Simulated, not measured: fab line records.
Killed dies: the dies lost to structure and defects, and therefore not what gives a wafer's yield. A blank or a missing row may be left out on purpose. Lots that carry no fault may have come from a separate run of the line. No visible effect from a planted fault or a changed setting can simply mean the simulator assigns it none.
Which tool was responsible? ; flow berkeley cmos170 ; Sampling: 13 lots, 39 wafers, 4 of 331 route steps

WHAT THE GAUGES SHOWED, per wafer
UCB170_PWELL_OVL_MEAS_13. Usual: PWELL_OVL gives -3 nm (standard deviation 4.6).
lot;measured;on;PWELL_OVL (nm);flag
L928;day 2 22:01;overlay-01;-4 -4 -3;
L929;day 3 01:50;overlay-01;-7 -2 -8;
L930;day 3 14:19;overlay-02;-5 -5 -2;
L932;day 3 14:35;overlay-02;6 5 4;
L933;day 3 21:59;overlay-01;-4 -7 -9;
L935;day 4 13:35;overlay-01;3 -6 -6;
L945;day 6 16:02;overlay-01;-6 -12 -5;
L946;day 6 21:54;overlay-01;-2 -9 2;
L947;day 6 21:33;overlay-02;-4 -2 0;
L948;day 7 06:03;overlay-02;-6 -6 -8;
L949;day 7 16:25;overlay-02;-2 -9 3;
L950;day 7 15:57;overlay-01;0 2 -1;
L951;day 7 16:13;overlay-02;1 -4 -9;

UCB170_PVT_OVL_MEAS_06. Usual: PVT_OVL gives -3 nm (standard deviation 5.7).
lot;measured;on;PVT_OVL (nm);flag
L928;day 5 05:18;overlay-02;-1 -10 -1;
L929;day 5 05:31;overlay-01;-7 -12 -10;
L930;day 5 21:15;overlay-02;-3 -2 -3;
L932;day 5 20:59;overlay-02;-16 -11 -14;
L933;day 6 15:50;overlay-02;-5 2 -3;
L935;day 6 22:37;overlay-02;6 0 3;
L945;day 9 10:38;overlay-02;-9 -3 -8;
L946;day 9 11:08;overlay-02;-4 -5 0;
L947;day 9 10:52;overlay-01;0 3 -6;
L948;day 10 05:02;overlay-01;-9 -17 -5;
L949;day 10 08:56;overlay-02;-9 -2 -4;
L950;day 10 08:58;overlay-02;7 3 1;
L951;day 10 08:52;overlay-02;11 6 3;

UCB170_PLDD_OVL_MEAS_07. Usual: PLDD_OVL gives -2 nm (standard deviation 4.5).
lot;measured;on;PLDD_OVL (nm);flag
L928;day 5 19:46;overlay-02;-1 1 -2;
L929;day 5 20:43;overlay-02;-6 0 0;
L930;day 6 14:16;overlay-02;1 4 -2;
L932;day 6 14:10;overlay-01;5 5 2;
L933;day 7 05:53;overlay-01;-2 6 -2;
L935;day 7 13:17;overlay-01;-5 2 -7;
L945;day 10 02:26;overlay-02;-6 -2 5;
L946;day 10 03:31;overlay-01;1 -3 0;
L947;day 10 03:53;overlay-02;6 -2 5;
L948;day 10 16:03;overlay-01;-10 -8 -6;
L949;day 11 00:06;overlay-01;-7 -8 -1;
L950;day 11 00:23;overlay-01;3 -5 -2;
L951;day 10 23:41;overlay-01;-5 2 -7;

WHICH TOOL RAN EACH LOT (tool, then ch and the chambers of the sampled wafers, then the start)
lot;UCB170_NWELL_EXPOSE_09
L928;krf scanner-01 ch 0, day 2 06:16
L929;krf scanner-02 ch 0, day 2 12:19
L930;krf scanner-02 ch 0, day 2 18:05
L932;krf scanner-01 ch 0, day 2 22:08
L933;krf scanner-02 ch 0, day 3 06:26
L935;krf scanner-02 ch 0, day 3 18:29
L945;krf scanner-01 ch 0, day 5 15:25
L946;krf scanner-01 ch 0, day 6 01:24
L947;krf scanner-02 ch 0, day 6 05:51
L948;krf scanner-02 ch 0, day 6 13:16
L949;krf scanner-01 ch 0, day 6 19:22
L950;krf scanner-02 ch 0, day 6 23:14
L951;krf scanner-01 ch 0, day 6 23:26
- UCB170_NWELL_EXPOSE_09: exposes mask NWELL, target cd 3000 nm.

WHAT THE TOOLS THEMSELVES READ (means of the sampled wafers that have a number; where no wafer has one, the mark that the record gives instead)
The record holds no such reading with a usual standard deviation.

THE ANSWER, worked out from the rows above alone
Rule: a lot is off if the mean of its wafers that have a number lies more than 3 standard deviations from the usual mean. A lot without any number at a reading at which 4 lots or more have one is off too. Any other lot the step has rows for is counted as sound. First the gauges in route order, then the tools' own readings, where a lot's mean is used as printed above. The first step at which some lot is off is used, and at that step the reading that is off furthest; a lot without a number counts as furthest.
No lot is off at any reading shown: from this, nothing can be told.

WHAT THE SIMULATOR HAD PUT IN
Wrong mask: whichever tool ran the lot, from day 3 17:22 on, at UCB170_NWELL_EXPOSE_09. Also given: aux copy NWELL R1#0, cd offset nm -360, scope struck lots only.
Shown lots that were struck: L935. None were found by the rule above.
